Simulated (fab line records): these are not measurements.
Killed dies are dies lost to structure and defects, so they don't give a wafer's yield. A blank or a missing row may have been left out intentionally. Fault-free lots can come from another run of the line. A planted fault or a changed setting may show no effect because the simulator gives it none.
Struck lot and sound lot, side by side :: flow rit cmos :: 36 out of 202 route steps
Sound: these wafers, L921.2, L921.4, L921.5. Struck: wafers L934.3, L934.6 (left out: L934.5, a lot-mate that was not struck); the cause follows at the end.
Per side, at each step with rows, come the tool, then ch with its chambers, and then its first start. Under that, the readings that differ: sound wafers :: struck wafers :: difference of the means :: sigmas: that difference in standard deviations of wafers without a fault.
alike: readings whose means differ by less than 2 such deviations, and words and numbers that are the same on both sides. not compared: withheld readings, readings that some wafer has no value for, bounds like >300 that may hide the same value, and numbers for which the record gives no deviation and whose values overlap.
The two part at a step that has a row with sigmas, a row that says differs or no value, or rows on one side only. When numbers do not overlap yet have no deviation, they are printed without sigmas and do not part them. A reading missing from all wafers of one side parts the sides only when that side holds two or more wafers.

RIT_SILICIDE_RTA_06: time 10 s, ramp up 5 s, ramp down 10 s.
  sound on rtp anneal-01 ch 0, day 4 16:05; struck on rtp anneal-02 ch 0, day 7 07:09
  alike: wafer_temp_C_max
RIT_CONTACT_CVD_00: deposits SiO2 from TEOS, target thk 400 nm, time 61 s.
  sound on pecvd-01 ch 0,2, day 4 16:08; struck on pecvd-04 ch 1,2, day 7 07:12
  alike: heater power w
RIT_CONTACT_THK_MEAS_01:
  sound: film metro-01 at day 4 16:11; struck: film metro-03 at day 7 07:16
  alike: CONTACT_TEOS_THK
then, 6 steps without rows for these wafers: RIT_CONTACT_HMDS_02 (prime time 60 s); RIT_CONTACT_COAT_03 (resist thk 1000 nm); RIT_CONTACT_SOFTBAKE_04 (time 60 s); RIT_CONTACT_EXPOSE_05 (exposes mask M11, target cd 1000 nm); RIT_CONTACT_PEB_06; RIT_CONTACT_DEVELOP_07 (develop time 120 s).
RIT_CONTACT_CD_MEAS_08 targets a cd of 1000 nm.
  sound: cd sem-01 at day 4 17:14; struck: cd sem-02 at day 7 08:19
  alike: cd nm
RIT_CONTACT_OVL_MEAS_09:
  sound: overlay-02 at day 4 17:20; struck: overlay-02 at day 7 08:25
  alike: CONTACT_OVL
then, 1 step without rows for these wafers: RIT_CONTACT_HARDBAKE_10 (time 60 s).
RIT_CONTACT_ETCH_11: etches SiO2 in CHF3/CF4/Ar, stops on TiSi2, target depth 480 nm, time 320 s.
  sound on rie diel-04 ch 0,3, day 4 17:31; struck on rie diel-04 ch 3, day 7 08:35
  alike: drypump motor current A, mfc ar sccm, oes product au, throttle valve pct
  not compared: rf hours counter h
RIT_CONTACT_STRIP_12: strips in O2, time 180 s.
  sound on plasma asher-02 ch 0,1, day 4 17:43; struck on plasma asher-01 ch 1, day 7 08:50
  alike: drypump motor current A
  not compared: rf hours counter h
RIT_CONTACT_CD_MEAS_90 targets a cd of 1000 nm.
  sound: cd sem-01 at day 4 17:55; struck: cd sem-02 at day 7 08:59
  alike: cd nm
then, 2 steps without rows for these wafers: RIT_CONTACT_CLEAN_13 (cleans in SC1, time 600 s); RIT_CONTACT_CLEAN_14 (cleans in SC2, time 600 s).
RIT_M1_SPUTTER_00: material Al, target thk 400 nm, time 500 s.
  sound: pvd sputter-01 at day 4 18:22; struck: pvd sputter-01 at day 7 09:26
  alike: throttle valve pct
RIT_M1_RS_MEAS_01: the measuring method here is four-point-probe.
  sound: film metro-03 at day 4 18:40; struck: film metro-02 at day 7 09:46
  alike: M1_AL_RS
RIT_M1_THK_MEAS_02: measures by xrf.
  sound: film metro-03 at day 4 18:47; struck: film metro-02 at day 7 09:52
  alike: M1_AL_THK
then, 6 steps without rows for these wafers: RIT_M1_HMDS_03 (prime time 60 s); RIT_M1_COAT_04 (resist thk 1300 nm); RIT_M1_SOFTBAKE_05 (time 60 s); RIT_M1_EXPOSE_06 (exposes mask M12, target cd 2600 nm); RIT_M1_PEB_07; RIT_M1_DEVELOP_08 (develop time 68 s).
RIT_M1_CD_MEAS_09 targets a cd of 2600 nm.
  sound: cd sem-01 at day 4 19:44; struck: cd sem-01 at day 7 10:50
  alike: cd nm
RIT_M1_OVL_MEAS_10:
  sound: overlay-01 at day 4 19:50; struck: overlay-02 at day 7 10:55
  alike: M1_OVL
then, 1 step without rows for these wafers: RIT_M1_HARDBAKE_11 (time 120 s).
RIT_M1_METAL_ETCH_12: etches Al in Cl2/BCl3, stops on SiO2, time 165 s, target depth 600 nm.
  sound on rie metal-03 ch 1, day 4 20:07; struck on rie metal-01 ch 0,1, day 7 11:15
  alike: drypump motor current A, oes product au, throttle valve pct
  not compared: rf hours counter h
then, 2 steps without rows for these wafers: RIT_M1_STRIP_13 (strips in nmp, time 600 s); RIT_M1_STRIP_14 (strips in O2, time 180 s).
RIT_M1_CD_MEAS_90 targets a cd of 2600 nm.
  sound: cd sem-02 at day 4 20:40; struck: cd sem-02 at day 7 11:46
  alike: cd nm
then, 1 step without rows for these wafers: RIT_M1_ANNEAL_15 (time 1800 s).
RIT_M1_BOW_MEAS_16:
  sound: film metro-03 at day 4 22:17; struck: film metro-01 at day 7 13:23
reading: M1_BOW (um)
sound: 8 6 5
struck: 24 24
difference: +18
sigmas: +2
RIT_M1_PROBE_99:
  sound: prober-02 at day 4 22:26; struck: prober-01 at day 7 13:34
reading: killed at contacts
sound: 0 0 0
struck: 22 21
difference: +22
sigmas: +69

reading: killed dies
sound: 6 6 7
struck: 31 24
difference: +21
sigmas: +7

reading: killed on rim
sound: 2 2 1
struck: 14 10
difference: +10
sigmas: +9
  alike: killed at front end, killed open, killed short

== WHERE THEY PART ==
At RIT_M1_BOW_MEAS_16 first; at RIT_M1_PROBE_99 last (within this record only).

WHY: what had been put in by the simulator
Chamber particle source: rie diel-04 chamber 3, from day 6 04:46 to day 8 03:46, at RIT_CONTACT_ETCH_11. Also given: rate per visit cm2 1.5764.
